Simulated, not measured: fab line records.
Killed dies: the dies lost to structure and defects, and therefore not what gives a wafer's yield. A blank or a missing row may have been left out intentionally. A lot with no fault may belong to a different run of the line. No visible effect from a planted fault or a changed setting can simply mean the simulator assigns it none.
Matching of chambers || flow berkeley-cmos170 || 4 sister chambers for UCB170_ACTIVE_CLEAN_00 on wet-bench-02
The step cleans in SPM, time 600 s. 18 wafers are shown with their chamber, then 9 later ones without.

## EACH WAFER AND ITS CHAMBER
{"wafer": "L610.1", "chamber": 1, "bath-guard-temp-C (C)": 119.6, "bath-heat-duty-pct (%)": 13.7}
{"wafer": "L610.4", "chamber": 1, "bath-guard-temp-C (C)": 119.5, "bath-heat-duty-pct (%)": 12.1}
{"wafer": "L610.6", "chamber": 1, "bath-guard-temp-C (C)": 119.5, "bath-heat-duty-pct (%)": 12.5}
{"wafer": "L611.1", "chamber": 3, "bath-guard-temp-C (C)": 120.4, "bath-heat-duty-pct (%)": 13.2}
{"wafer": "L611.3", "chamber": 3, "bath-guard-temp-C (C)": 120.7, "bath-heat-duty-pct (%)": 12.7}
{"wafer": "L611.6", "chamber": 3, "bath-guard-temp-C (C)": 120.5, "bath-heat-duty-pct (%)": 12.8}
{"wafer": "L612.1", "chamber": 2, "bath-guard-temp-C (C)": 119.6, "bath-heat-duty-pct (%)": 11.8}
{"wafer": "L612.4", "chamber": 2, "bath-guard-temp-C (C)": 119.9, "bath-heat-duty-pct (%)": 12.2}
{"wafer": "L612.5", "chamber": 2, "bath-guard-temp-C (C)": 119.4, "bath-heat-duty-pct (%)": 12.7}
{"wafer": "L614.1", "chamber": 2, "bath-guard-temp-C (C)": 119.6, "bath-heat-duty-pct (%)": 12.2}
{"wafer": "L614.2", "chamber": 2, "bath-guard-temp-C (C)": 119.8, "bath-heat-duty-pct (%)": 13.0}
{"wafer": "L614.6", "chamber": 2, "bath-guard-temp-C (C)": 119.7, "bath-heat-duty-pct (%)": 11.4}
{"wafer": "L616.1", "chamber": 0, "bath-guard-temp-C (C)": 120.1, "bath-heat-duty-pct (%)": 15.4}
{"wafer": "L616.5", "chamber": 0, "bath-guard-temp-C (C)": 119.9, "bath-heat-duty-pct (%)": 16.7}
{"wafer": "L616.6", "chamber": 0, "bath-guard-temp-C (C)": 119.6, "bath-heat-duty-pct (%)": 13.8}
{"wafer": "L618.1", "chamber": 0, "bath-guard-temp-C (C)": 120.1, "bath-heat-duty-pct (%)": 14.5}
{"wafer": "L618.4", "chamber": 0, "bath-guard-temp-C (C)": 119.3, "bath-heat-duty-pct (%)": 16.0}
{"wafer": "L618.6", "chamber": 0, "bath-guard-temp-C (C)": 119.9, "bath-heat-duty-pct (%)": 14.1}

SIGNATURES, as means of the wafers listed above
{"reading": "bath-guard-temp-C", "chamber 0": 119.817, "chamber 1": 119.533, "chamber 2": 119.667, "chamber 3": 120.533, "scatter within a chamber": 0.223}
{"reading": "bath-heat-duty-pct", "chamber 0": 15.083, "chamber 1": 12.767, "chamber 2": 12.217, "chamber 3": 12.900, "scatter within a chamber": 0.833}
Rule: a wafer's distance from a chamber is the root of the sum, over the readings, of the square of ((its reading less the chamber's mean) divided by the reading's scatter). If the next closest chamber is less than 2 further off than the closest, the wafer can't be placed; otherwise it belongs to the closest. The scatter: the root of (the sum of the squares of (reading less its chamber's mean) over the shown wafers, divided by (wafers less chambers)).

## WAFERS WHOSE CHAMBER IS MISSING
{"wafer": "L619.2", "bath-guard-temp-C (C)": 119.3, "bath-heat-duty-pct (%)": 15.7}
{"wafer": "L619.3", "bath-guard-temp-C (C)": 119.5, "bath-heat-duty-pct (%)": 15.1}
{"wafer": "L619.5", "bath-guard-temp-C (C)": 119.7, "bath-heat-duty-pct (%)": 15.1}
{"wafer": "L620.3", "bath-guard-temp-C (C)": 120.6, "bath-heat-duty-pct (%)": 12.9}
{"wafer": "L620.5", "bath-guard-temp-C (C)": 120.4, "bath-heat-duty-pct (%)": 13.4}
{"wafer": "L620.6", "bath-guard-temp-C (C)": 120.6, "bath-heat-duty-pct (%)": 14.8}
{"wafer": "L621.1", "bath-guard-temp-C (C)": 120.9, "bath-heat-duty-pct (%)": 14.3}
{"wafer": "L621.4", "bath-guard-temp-C (C)": 120.7, "bath-heat-duty-pct (%)": 12.7}
{"wafer": "L621.6", "bath-guard-temp-C (C)": 120.3, "bath-heat-duty-pct (%)": 13.4}

## WHICH CHAMBER EACH WENT THROUGH
{"wafer": "L619.2", "from the rows above": "can't be placed: 0 or 1", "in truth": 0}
{"wafer": "L619.3", "from the rows above": "can't be placed: 0 or 1", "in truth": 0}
{"wafer": "L619.5", "from the rows above": 0, "in truth": 0}
{"wafer": "L620.3", "from the rows above": 3, "in truth": 3}
{"wafer": "L620.5", "from the rows above": 3, "in truth": 3}
{"wafer": "L620.6", "from the rows above": "can't be placed: 3 or 0", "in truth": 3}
{"wafer": "L621.1", "from the rows above": 3, "in truth": 3}
{"wafer": "L621.4", "from the rows above": 3, "in truth": 3}
{"wafer": "L621.6", "from the rows above": "can't be placed: 3 or 0 or 2", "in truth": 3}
5 of 9 placed correctly. From these rows, 4 cannot be placed; in 4 the true chamber is one of the candidates. 0 placed wrongly.
